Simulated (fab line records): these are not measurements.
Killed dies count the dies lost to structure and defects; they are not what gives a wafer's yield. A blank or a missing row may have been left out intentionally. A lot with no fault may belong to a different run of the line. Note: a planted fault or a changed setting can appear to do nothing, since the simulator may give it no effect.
fab line records	flow rit-cmos
[record] lots = 6	wafers = 18	last-day = 8
route steps=202 shown PRETRO@69 GATE@75 FOX2@80 M1@202
lots with no fault: from the same line, run without faults
start-h: start of the lot's first displayed wafer, in hours after the record's first day	wait-h: how many hours have passed since the lot's step before this one	" identical to the entry in the row above	L1.1+2: several wafers, shown together as one row	- value missing, or start not given	* or withheld: withheld	< > ~ a bound
route shown NAME@n: names a module that has steps shown in the file, with the first one's number in the route	usual: the fault-free wafers' mean and standard deviation	same: alike in all rows	chamber/n: place in a boat	sites: per-site readings	_std_site: standard deviation of those values	_edge_site: inner sites' mean taken away from outer sites' mean	radius-mm: for every site, how far away it sits from the centre of the wafer	mask NAME#n: copy n	behind: the tool/chamber that last shaped the wafer	hold: cause of the lot's hold/its duration in hours/its outcome	device: transistor that didn't switch, given as n, p or np	end of line: tests of these same wafers at the route's end	a step with no rows: only its recipe	killed: dies that structure and defects cost at the first sort, which is not the same as the wafer's yield	map: the dies of a wafer, with x for killed, . for not killed, _ for no die there
set.NAME: the setting as run; set.NAME@STEP: as run at that earlier step	model.NAME: the simulator's own value behind a step, which no gauge read
a table for each step, a row for each wafer; lots at some steps of the route
services: the hour from which a tool's chamber was out of use, counted from the record's first day as start-h (under 0 if before that day), plus the number of hours and why
[[steps]]
[step RIT_PRETRO_DEVELOP_05]
[recipe] resist = NOVOLAK	develop-time-s = 68	dev-temp-c = 23
[step RIT_PRETRO_OVL_MEAS_06]
[usual] PRETRO_OVL = 0.8/1.6
lot.wafer	tool	chamber	start-h	wait-h	PRETRO_OVL[nm]
L349.1	overlay-01	-	37.09	-	-1.8
L349.3	"	-	"	"	-2.2
L349.5	"	-	"	"	-1.8
L352.3	overlay-02	-	53.81	-	-1.0
L352.4	"	-	"	"	-0.6
L352.5	"	-	"	"	-1.2
L363.1	overlay-01	-	113.83	-	1.8
L363.2	"	-	"	"	1.5
L363.6	"	-	"	"	2.3
L367.1	overlay-01	-	130.40	-	-1.5
L367.2	"	-	"	"	0.5
L367.4	"	-	"	"	-0.1
L368.1	overlay-02	-	136.15	-	0.7
L368.4	"	-	"	"	0.1
L368.6	"	-	"	"	1.1
L371.1	overlay-02	-	150.69	-	2.6
L371.2	"	-	"	"	2.0
L371.5	"	-	"	"	2.6
[step RIT_PRETRO_HARDBAKE_07]
[recipe] resist = NOVOLAK	temp-c = 140	time-s = 120
[step RIT_PRETRO_IMPLANT_08]
[recipe] species = B	energy-kev = 45	dose-cm2 = 1.2e+13	tilt-deg = 7
[step RIT_PRETRO_STRIP_09]
[recipe] chemistry = O2	time-s = 180	resist = NOVOLAK	platen-temp-c = withheld	power-w = 500	pressure-mtorr = 4000	o2-flow-sccm = 4000
[usual] drypump-motor-current-A = 6.0/0.38
lot.wafer	tool	chamber	start-h	wait-h	drypump-motor-current-A	rf-hours-counter-h
L349.1	plasma-asher-03	0	37.53	0.1	6.0	39
L349.3	"	0	"	"	6.0	-
L349.5	"	0	"	"	6.0	-
L352.3	plasma-asher-04	0	54.29	0.1	6.3	-
L352.4	"	1	"	"	6.7	-
L352.5	"	1	"	"	6.6	-
L363.1	plasma-asher-03	1	114.38	0.1	5.7	47
L363.2	"	0	"	"	6.0	47
L363.6	"	0	"	"	6.0	-
L367.1	plasma-asher-03	1	130.84	0.1	5.7	49
L367.2	"	0	"	"	6.0	49
L367.4	"	0	"	"	6.0	-
L368.1	plasma-asher-04	0	136.59	0.1	6.3	50
L368.4	"	1	"	"	6.7	-
L368.6	"	0	"	"	6.3	-
L371.1	plasma-asher-04	0	151.13	0.1	6.4	52
L371.2	"	1	"	"	6.7	52
L371.5	"	0	"	"	6.3	-
[step RIT_PRETRO_TW_MEAS_10]
[usual] PRETRO_TW = 477/3.2
lot.wafer	tool	chamber	start-h	wait-h	PRETRO_TW
L349.1	film-metro-04	-	37.70	0.1	473
L349.3	"	-	"	"	475
L349.5	"	-	"	"	473
L352.3	film-metro-03	-	54.43	0.1	481
L352.4	"	-	"	"	481
L352.5	"	-	"	"	479
L363.1	film-metro-03	-	114.55	0.1	481
L363.2	"	-	"	"	483
L363.6	"	-	"	"	483
L367.1	film-metro-01	-	131.01	0.1	473
L367.2	"	-	"	"	476
L367.4	"	-	"	"	474
L368.1	film-metro-01	-	136.76	0.1	474
L368.4	"	-	"	"	476
L368.6	"	-	"	"	473
L371.1	film-metro-01	-	151.30	0.1	473
L371.2	"	-	"	"	473
L371.5	"	-	"	"	474
[step RIT_GATE_WET_ETCH_00]
[recipe] chemistry = BOE	target = SiO2	target-depth-nm = 56	time-s = 60	dry = n2-spin	dilution = 10:1	temp-c = 21.5
[step RIT_GATE_CLEAN_01]
[recipe] chemistry = SC1	mix = 3:3:50	time-s = 600	temp-c = 75
[step RIT_GATE_CLEAN_02]
[recipe] chemistry = dHF	dilution = 50:1	time-s = 30
[step RIT_GATE_CLEAN_03]
[recipe] chemistry = SC2	mix = 3:3:50	time-s = 600	temp-c = 75	dry = n2-spin
[step RIT_GATE_CLEAN_04]
[recipe] chemistry = dHF	dilution = 50:1	time-s = 60	dry = n2-spin
[step RIT_FOX2_THK_MEAS_91]
[recipe] reads = SiO2_of_FOX2_OXIDATION_00
[usual] FIELD_OXIDE_LEFT_2_THK = 257/5.9
lot.wafer	tool	chamber	start-h	wait-h	FIELD_OXIDE_LEFT_2_THK[nm]
L349.1	film-metro-01	-	38.21	0.0	261
L349.3	"	-	"	"	262
L349.5	"	-	"	"	260
L352.3	film-metro-02	-	54.91	0.0	247
L352.4	"	-	"	"	246
L352.5	"	-	"	"	258
L363.1	film-metro-04	-	115.03	0.0	253
L363.2	"	-	"	"	254
L363.6	"	-	"	"	252
L367.1	film-metro-02	-	131.49	0.0	257
L367.2	"	-	"	"	262
L367.4	"	-	"	"	262
L368.1	film-metro-02	-	137.25	0.0	260
L368.4	"	-	"	"	258
L368.6	"	-	"	"	261
L371.1	film-metro-04	-	151.78	0.0	254
L371.2	"	-	"	"	253
L371.5	"	-	"	"	250
[step RIT_GATE_OXIDATION_05]
[recipe] temp-c = 900	ambient = O2	target-thk-a = 30	ox-time-s = 270
lot.wafer	tool	chamber	start-h	wait-h	model.SiO2_of_GATE_OXIDATION_05.thk-nm
L349.1	furnace-03	0	38.83	0.6	3.036
L349.3	"	0	"	"	3.004
L349.5	"	0	"	"	3.027
L352.3	furnace-04	0	57.00	2.1	3.003
L352.4	"	0	"	"	3.041
L352.5	"	0	"	"	3.01
L363.1	furnace-03	0	116.99	1.9	2.968
L363.2	"	0	"	"	2.987
L363.6	"	0	"	"	2.938
L367.1	furnace-04	0	133.65	2.2	3.232
L367.2	"	0	"	"	3.261
L367.4	"	0	"	"	3.252
L368.1	furnace-04	0	137.56	0.3	3.278
L368.4	"	0	"	"	3.329
L368.6	"	0	"	"	3.249
L371.1	furnace-03	0	152.01	0.2	3.022
L371.2	"	0	"	"	3.037
L371.5	"	0	"	"	3.11
[step RIT_GATE_ANNEAL_06]
[recipe] temp-c = 900	time-s = 600	ambient = N2O
[step RIT_GATE_THK_MEAS_07]
[recipe] reads = SiO2_of_GATE_OXIDATION_05
[usual] GATE_OXIDE_THK = 2.99/0.068
lot.wafer	tool	chamber	start-h	wait-h	GATE_OXIDE_THK[nm]
L349.1	film-metro-04	-	41.90	0.0	3.05
L349.3	"	-	"	"	3.00
L349.5	"	-	"	"	3.02
L352.3	film-metro-04	-	60.10	0.0	3.01
L352.4	"	-	"	"	3.03
L352.5	"	-	"	"	3.04
L363.1	film-metro-04	-	119.97	0.0	2.98
L363.2	"	-	"	"	2.93
L363.6	"	-	"	"	2.96
L367.1	film-metro-04	-	135.14	0.0	3.23
L367.2	"	-	"	"	3.27
L367.4	"	-	"	"	3.27
L368.1	film-metro-04	-	138.88	0.0	3.25
L368.4	"	-	"	"	3.35
L368.6	"	-	"	"	3.25
L371.1	film-metro-04	-	154.64	0.0	3.11
L371.2	"	-	"	"	3.02
L371.5	"	-	"	"	3.12
[step RIT_GATE_CVD_08]
[recipe] material = poly-Si	target-thk-nm = 250	temp-c = 610	precursor = SiH4	time-s = 2220	pressure-mtorr = 300	sih4-flow-sccm = 100
[step RIT_M1_PROBE_99]
[usual] killed-at-front-end = 7/3.1	killed-dies = 7/3.1	killed-open = 3.3/2	killed-short = 3.6/1.9
[same] gross-dies = 264	killed_at_M0_to_M3 = 0	killed_at_M4_up = 0	killed-at-back-side = 0	killed-at-contacts = 0	killed-at-other = 0
lot.wafer	tool	chamber	start-h	wait-h	killed-at-front-end	killed-dies	killed-open	killed-short	model.etest.pmos_0p3.r-on-ohm-um	model.etest.pmos-turned.r-on-ohm-um	model.etest.pmos_0p15.r-on-ohm-um	model.etest.nmos_0p3.r-on-ohm-um	model.etest.nmos_0p15.r-on-ohm-um	model.etest.nmos_0p15.drive-ua-um	model.etest.nmos-narrow.drive-ua-um	model.etest.nmos_0p3.drive-ua-um
L349.1	prober-01	-	64.58	0.1	4	4	3	1	6346	3514	2818	2209	1156	454.6	212.6	219.1
L349.3	prober-01	-	64.68	0.2	5	5	1	4	6276	3472	2764	2170	1115	470.3	216.2	222
L349.5	prober-01	-	64.78	0.2	5	5	3	2	6347	3526	2806	2188	1153	465.9	221.2	219.7
L352.3	prober-02	-	84.62	0.2	3	3	1	2	6229	3513	2802	2148	1160	456.9	225.6	226.7
L352.4	prober-02	-	84.67	0.2	7	7	2	5	6436	3569	2860	2173	1170	455.8	222.6	223.2
L352.5	prober-02	-	84.72	0.2	5	5	2	3	6344	3498	2829	2185	1163	461.2	227.3	228.4
L363.1	prober-01	-	144.25	0.1	7	7	2	5	6254	3420	2778	2113	1111	475.6	235	231.7
L363.2	prober-01	-	144.30	0.1	2	2	1	1	6370	3572	2858	2176	1165	463.1	234.4	229.1
L363.6	prober-01	-	144.50	0.2	6	6	1	5	6213	3531	2795	2115	1114	477.3	233.9	233.6
L367.1	prober-01	-	158.88	0.1	19	19	11	8	6760	3703	2941	2260	1159	445.4	206.3	207.7
L367.2	prober-01	-	158.93	0.1	10	10	4	6	6867	3671	2929	2247	1127	442.4	203.7	203
L367.4	prober-01	-	159.03	0.2	12	12	7	5	6853	3734	2974	2292	1172	445.9	202.4	203.6
L368.1	prober-02	-	163.84	0.1	11	11	4	7	7041	3809	3068	2285	1144	443.3	202.6	202.6
L368.4	prober-02	-	163.99	0.2	11	11	5	6	7031	3842	3113	2314	1174	437.4	200.4	201.6
L368.6	prober-02	-	164.09	0.2	6	6	3	3	6879	3844	3079	2254	1159	441.6	205.3	207.2
L371.1	prober-02	-	180.41	0.1	5	5	2	3	6268	3357	2651	2209	1126	479.8	216.6	215.9
L371.2	prober-02	-	180.46	0.1	5	5	1	4	6262	3403	2701	2211	1123	469.9	217.7	214.3
L371.5	prober-02	-	180.61	0.2	4	4	2	2	6444	3472	2759	2274	1172	454.3	209.3	208.3
// killed by level:class
L349.1 SILICIDE:geometric-particle:open=2 FOX1:geometric-particle:short=1 GATE:geometric-particle:open=1
L349.3 GATE:geometric-particle:short=3 FOX2:geometric-particle:short=1 SILICIDE:geometric-particle:open=1
L349.5 REOX:geometric-particle:open=2 FOX1:geometric-particle:open=1 REOX:geometric-particle:short=1 SPACER:geometric-particle:short=1
L352.3 FOX1:geometric-particle:open=1 FOX1:geometric-particle:short=1 GATE:geometric-particle:short=1
L352.4 FOX2:geometric-particle:short=2 GATE:geometric-particle:short=2 GATE:geometric-particle:open=1 REOX:geometric-particle:open=1 SILICIDE:geometric-particle:short=1
L352.5 GATE:geometric-particle:short=2 FOX1:geometric-particle:short=1 REOX:geometric-particle:open=1 SPACER:geometric-particle:open=1
L363.1 GATE:geometric-particle:short=3 FOX2:geometric-particle:open=1 FOX2:geometric-particle:short=1 REOX:geometric-particle:open=1 SPACER:geometric-particle:short=1
L363.2 REOX:geometric-particle:short=1 SILICIDE:geometric-particle:open=1
L363.6 GATE:geometric-particle:short=2 ACTIVE:geometric-particle:short=1 FOX1:geometric-particle:short=1 GATE:geometric-particle:open=1 SPACER:geometric-particle:short=1
L367.1 GATE:geometric-particle:open=4 REOX:geometric-particle:open=3 REOX:geometric-particle:short=2 SPACER:geometric-particle:short=2 SILICIDE:geometric-particle:short=2 SILICIDE:geometric-particle:open=2 FOX1:geometric-particle:short=1 FOX1:geometric-particle:open=1
L367.2 GATE:geometric-particle:short=3 FOX1:geometric-particle:short=2 FOX1:geometric-particle:open=2 FOX2:geometric-particle:short=1 FOX2:geometric-particle:open=1 REOX:geometric-particle:open=1
L367.4 GATE:geometric-particle:open=4 GATE:geometric-particle:short=3 SPACER:geometric-particle:open=2 REOX:geometric-particle:open=1 REOX:geometric-particle:short=1 SILICIDE:geometric-particle:short=1
L368.1 GATE:geometric-particle:open=2 GATE:geometric-particle:short=2 FOX1:geometric-particle:short=1 FOX2:geometric-particle:short=1 REOX:geometric-particle:short=1 REOX:geometric-particle:open=1 SPACER:geometric-particle:short=1 SILICIDE:geometric-particle:open=1
L368.4 GATE:geometric-particle:open=3 FOX1:geometric-particle:open=2 GATE:geometric-particle:short=2 FOX1:geometric-particle:short=1 FOX2:geometric-particle:short=1 SPACER:geometric-particle:short=1 SILICIDE:geometric-particle:short=1
L368.6 GATE:geometric-particle:open=2 FOX1:geometric-particle:short=1 FOX2:geometric-particle:short=1 FOX2:geometric-particle:open=1 SPACER:geometric-particle:short=1
L371.1 FOX1:geometric-particle:short=2 FOX1:geometric-particle:open=1 GATE:geometric-particle:open=1 SILICIDE:geometric-particle:short=1
L371.2 GATE:geometric-particle:short=2 GATE:geometric-particle:open=1 REOX:geometric-particle:short=1 SILICIDE:geometric-particle:short=1
L371.5 FOX1:geometric-particle:short=2 GATE:geometric-particle:open=2
[[services]]
tool	chamber	start-h	hours	kind
plasma-asher-03	-	18.98	5.8	repair
plasma-asher-04	-	82.67	4.3	pm
furnace-04	-	89.52	10.4	pm
plasma-asher-03	-	92.75	3.4	repair
plasma-asher-04	-	100.14	10.0	pm
furnace-04	-	144.13	2.9	pm
plasma-asher-04	-	145.66	1.5	repair
plasma-asher-03	-	150.50	1.7	repair
[[key]]
[first-sign] step = RIT_GATE_THK_MEAS_07	reading = GATE_OXIDE_THK	direction = up	sigmas = 4.1	usual = 2.99	struck = 3.27
effect none on later readings
[model-effect] step = RIT_GATE_OXIDATION_05	value = SiO2_of_GATE_OXIDATION_05.thk-nm	without = 2.902	struck = 3.267
[model-effect] step = RIT_M1_PROBE_99	value = etest.pmos_0p3.r-on-ohm-um	without = 6226	struck = 6905
met-at RIT_GATE_OXIDATION_05
struck-wafers L367.1,L367.2,L367.4,L368.1,L368.4,L368.6
tester-left-out L367,L368
onset-between 57.00 133.65
[fault] kind = process-parameter-drift	tool = furnace-04	chamber = -	onset-h = 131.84	steps = RIT_GATE_OXIDATION_05	channel = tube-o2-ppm	offset = 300	shape = step	end-h = 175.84
// tester-left-out: of these lots the tester's yield and bins aren't shown, on N5 and GAA mostly nor the transistor test; their killed dies are dies lost to structure and defects alone, not to doping, threshold or leakage, so they don't give the yield
